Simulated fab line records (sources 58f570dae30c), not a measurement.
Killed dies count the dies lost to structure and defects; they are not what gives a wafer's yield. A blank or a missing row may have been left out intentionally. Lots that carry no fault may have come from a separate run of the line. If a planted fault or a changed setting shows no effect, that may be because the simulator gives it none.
Check for tools in common    flow berkeley cmos170    42 wafers sampled across 14 lots

## REASON IT WAS OPENED
Of 14 lots, 2 have the reading SACOX_OXIDE_THK flagged at UCB170_SACOX_THK_MEAS_02. Wafers without a fault read 14.43 nm, standard deviation 0.25.
Rule: a lot is flagged when every wafer of it that has a number lies more than 4 standard deviations from that mean, or none has a number. As for the other lots, they are considered sound.

lot   measured     on             SACOX_OXIDE_THK (nm), wafer by wafer  flag
L341  day 5 12:13  film metro-03  13.89 13.80 14.09                     
L342  day 5 22:32  film metro-02  14.54 14.42 14.71                     
L344  day 5 22:32  film metro-03  14.74 14.60 14.44                     
L343  day 5 22:35  film metro-02  14.18 13.98 14.13                     
L346  day 6 08:20  film metro-03  14.71 14.68 14.67                     
L347  day 6 08:20  film metro-02  14.72 14.70 14.64                     
L348  day 6 22:10  film metro-02  14.69 14.55 14.70                     
L351  day 7 01:29  film metro-03  22.83 22.90 23.02                     FLAGGED
L354  day 7 20:54  film metro-01  23.01 23.14 22.85                     FLAGGED
L359  day 9 00:27  film metro-02  14.27 14.31 14.05                     
L360  day 9 08:35  film metro-01  14.45 14.32 14.36                     
L361  day 9 08:35  film metro-03  14.57 14.59 14.55                     
L362  day 9 15:46  film metro-03  14.16 14.33 14.13                     
L363  day 9 15:46  film metro-01  14.41 14.35 14.52                     
On average the flagged lots' numbers are 22.96 nm, which is +8.53 nm against the usual, or +34 standard deviations.

## WHICH TOOL RAN EACH LOT
The record holds 1 process step before the reading, out of a route of 331 steps. Read each cell as the tool, then ch plus the chambers that the sampled wafers visited, then the start.
lot   flag     UCB170_SACOX_OXIDATION_01
L341           furnace-01 ch 0, day 5 10:33
L342           furnace-03 ch 0, day 5 20:52
L344           furnace-03 ch 0, day 5 20:52
L343           furnace-03 ch 0, day 5 20:52
L346           furnace-03 ch 0, day 6 06:40
L347           furnace-03 ch 0, day 6 06:40
L348           furnace-04 ch 0, day 6 20:29
L351  FLAGGED  furnace-04 ch 0, day 6 20:29 and furnace-01 ch 0, day 6 23:48
L354  FLAGGED  furnace-01 ch 0, day 7 17:01 and furnace-03 ch 0, day 7 19:14
L359           furnace-03 ch 0, day 8 22:47
L360           furnace-04 ch 0, day 9 06:55
L361           furnace-04 ch 0, day 9 06:55
L362           furnace-04 ch 0, day 9 14:05
L363           furnace-04 ch 0, day 9 14:05
What these steps do:
- UCB170_SACOX_OXIDATION_01: target thk 14.4 nm, ox time 2400 s.
- UCB170_SACOX_THK_MEAS_02

## FLAGGED AGAINST TOTAL, ONE TOOL AT A TIME (gauges that did the reading follow at the end)
step                       tool           lots run  flagged  share of the flagged lots  sound lots run after its first flagged lot
UCB170_SACOX_OXIDATION_01  furnace-01     3         2        all                        0
UCB170_SACOX_OXIDATION_01  furnace-03     7         1        some                       1 (L359)
UCB170_SACOX_OXIDATION_01  furnace-04     6         1        some                       4 (L360,L361,L362,L363)
UCB170_SACOX_THK_MEAS_02   film metro-01  3         1        some                       2 (L360,L363)
UCB170_SACOX_THK_MEAS_02   film metro-02  5         0        none                       -
UCB170_SACOX_THK_MEAS_02   film metro-03  6         1        some                       2 (L361,L362)

## WHAT IS ALLOWED BY THE TABLE
All flagged lots share 1 row of the table, namely furnace-01 at UCB170_SACOX_OXIDATION_01.
- furnace-01 at UCB170_SACOX_OXIDATION_01: 2 of its 3 lots flagged. A fault beginning between L341 (day 5 10:33), its last sound lot, and L351 (day 6 23:48), its first flagged one, fits the data.
furnace-01 at UCB170_SACOX_OXIDATION_01 is the single tool remaining.

## WHAT THE SIMULATOR HAD PUT IN
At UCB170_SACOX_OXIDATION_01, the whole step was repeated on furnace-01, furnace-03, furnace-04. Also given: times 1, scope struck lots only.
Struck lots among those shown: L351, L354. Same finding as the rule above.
